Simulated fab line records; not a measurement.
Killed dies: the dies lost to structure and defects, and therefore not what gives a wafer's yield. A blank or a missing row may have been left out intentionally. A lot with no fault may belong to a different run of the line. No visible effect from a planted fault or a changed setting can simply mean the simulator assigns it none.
Comparing a struck lot with a sound one | flow rit_cmos | 14 steps out of a route of 202
Sound: wafers L132.1, L132.3, L132.5. The struck wafers were L125.1, L125.2, L125.4. At the end, the cause is stated.
Per side, at each step with rows, come the tool, then ch with its chambers, and then its first start. Under that, the readings that differ: sound wafers | struck wafers | difference of the means | sigmas: that difference in standard deviations of wafers without a fault.
alike: words and numbers the same on both sides, and readings whose means are apart by under 2 such deviations; not compared: readings that were withheld, readings missing a value for some wafer, numbers with overlapping values and no deviation given by the record, and bounds like >300 which may hide the same value.
The two part at a step that has a row with sigmas, a row that says differs or no value, or rows on one side only. Numbers that don't overlap but have no deviation are shown without sigmas and don't part them. Lack of a reading on every wafer of one side parts them only where that side has two or more wafers.

first, 1 step without rows for these wafers: RIT_FOX1_OXIDATION_00 (target thk 350.7 nm, ox time 1130 s).
RIT_FOX1_THK_MEAS_01:
  sound on film_metro-02 at day 4 19:52; struck on film_metro-03 at day 3 09:25
  alike: FOX1_OXIDE_THK
then, 2 steps without rows for these wafers: RIT_FOX1_WET_ETCH_02 (etches SiO2 in BOE, target depth 350 nm, time 390 s); RIT_FOX2_OXIDATION_00 (target thk 350.7 nm, ox time 1130 s).
RIT_FOX2_THK_MEAS_01:
  sound on film_metro-01 at day 4 21:22; struck on film_metro-03 at day 3 10:54
  alike: FOX2_OXIDE_THK
then, 2 steps without rows for these wafers: RIT_FOX2_CLEAN_02 (cleans in dHF, time 180 s); RIT_FOX2_WET_ETCH_03 (etches Si3N4 in H3PO4, target depth 195 nm, time 2700 s).
RIT_FOX2_THK_MEAS_90:
  sound on film_metro-04 at day 4 22:14; struck on film_metro-03 at day 3 11:47
  alike: FIELD_OXIDE_LEFT_1_THK
then, 4 steps without rows for these wafers: RIT_NWELL_HMDS_00 (prime time 60 s); RIT_NWELL_COAT_01 (resist thk 1300 nm); RIT_NWELL_SOFTBAKE_02 (time 60 s); RIT_NWELL_EXPOSE_03 (exposes mask M2, target cd 43900 nm).
RIT_NWELL_PEB_04:
  sound on litho_track-02 ch 0, day 4 22:57; struck on litho_track-03, day 3 12:25
  reading         | sound          | struck | difference                    | sigmas
  exhaust_pa (Pa) | 45.6 46.1 45.7 | - - -  | no value on the struck wafers |
  not compared: chill_plate_temp_C
then, 1 step without rows for these wafers: RIT_NWELL_DEVELOP_05 (develop time 68 s).

WHERE THEY PART
Only at RIT_NWELL_PEB_04, as far as this record shows.

WHY: what had been put in by the simulator
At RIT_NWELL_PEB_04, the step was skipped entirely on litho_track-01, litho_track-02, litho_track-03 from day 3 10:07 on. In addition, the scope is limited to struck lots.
